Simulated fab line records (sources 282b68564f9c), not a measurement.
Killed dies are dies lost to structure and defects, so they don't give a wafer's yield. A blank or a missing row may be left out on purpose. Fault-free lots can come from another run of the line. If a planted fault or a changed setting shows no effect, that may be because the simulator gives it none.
A single fault, viewed from 2 desks -- flow rit-cmos -- each desk holds nothing but its own numbers, with what lay behind them at the end

== TOOL OWNER'S DESK, furnace-04 ==
The tool's own readings at RIT_FOX1_OXIDATION_00 (target thk 350.7 nm, ox time 1130 s): means of the sampled wafers that have a number, for each lot that ran on this tool. If a lot's mean is further than 4 standard deviations from the usual mean, the lot is out of limits and carries the mark OUT (the distance appears in the brackets).
Columns: A = zone-power-load-pct at RIT_FOX1_OXIDATION_00, usual 39 %; B = zone-power-source-pct at RIT_FOX1_OXIDATION_00, usual 46 %
lot,first seen here,A,B
L203,day 1 20:38,36,47
L205,day 2 07:11,36,46
L212,day 3 22:04,36,46
This desk's finding: nothing out of limits on any of the 3 lots.

== FROM THE METROLOGY DESK ==
Lot by lot, what the gauges showed, no matter which tool ran the lot: averages of those sampled wafers that carry a number. If a lot's mean is further than 4 standard deviations from the usual mean, the lot is out of limits and carries the mark OUT (the distance appears in the brackets).
Columns: A = FOX1_OXIDE_THK at RIT_FOX1_THK_MEAS_01, usual 346 nm
lot,first seen here,A
L202,day 1 17:34,351
L203,day 1 21:56,352
L204,day 2 02:57,359
L205,day 2 08:30,340
L208,day 2 22:51,352
L212,day 3 23:23,305 (-6.8) OUT
L213,day 4 00:41,344
L215,day 4 15:23,356
L216,day 4 15:23,344
L217,day 4 23:51,351
L219,day 5 08:36,343
L223,day 6 04:31,351
L225,day 6 12:17,351
Finding of this desk: L212 out of limits, first seen on L212 at day 3 23:23 (FOX1_OXIDE_THK at RIT_FOX1_THK_MEAS_01). In limits: L202, L203, L204, L205, L208, L213, L215, L216, L217, L219, L223, L225.

== TAKEN TOGETHER ==
At day 3 23:23 the metrology desk could have sounded an alarm, on L212.
The tool owner's desk saw nothing out of limits.
The tool owner's desk has L212 on record, within its limits.
On furnace-04, each named lot ran RIT_FOX1_OXIDATION_00.

== WHAT WAS PUT IN BY THE SIMULATOR ==
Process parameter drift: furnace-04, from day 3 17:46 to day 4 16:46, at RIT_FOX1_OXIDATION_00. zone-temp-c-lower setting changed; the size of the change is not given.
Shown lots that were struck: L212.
Hours from the fault's start to each desk's first reading out of limits: the metrology desk, 6.
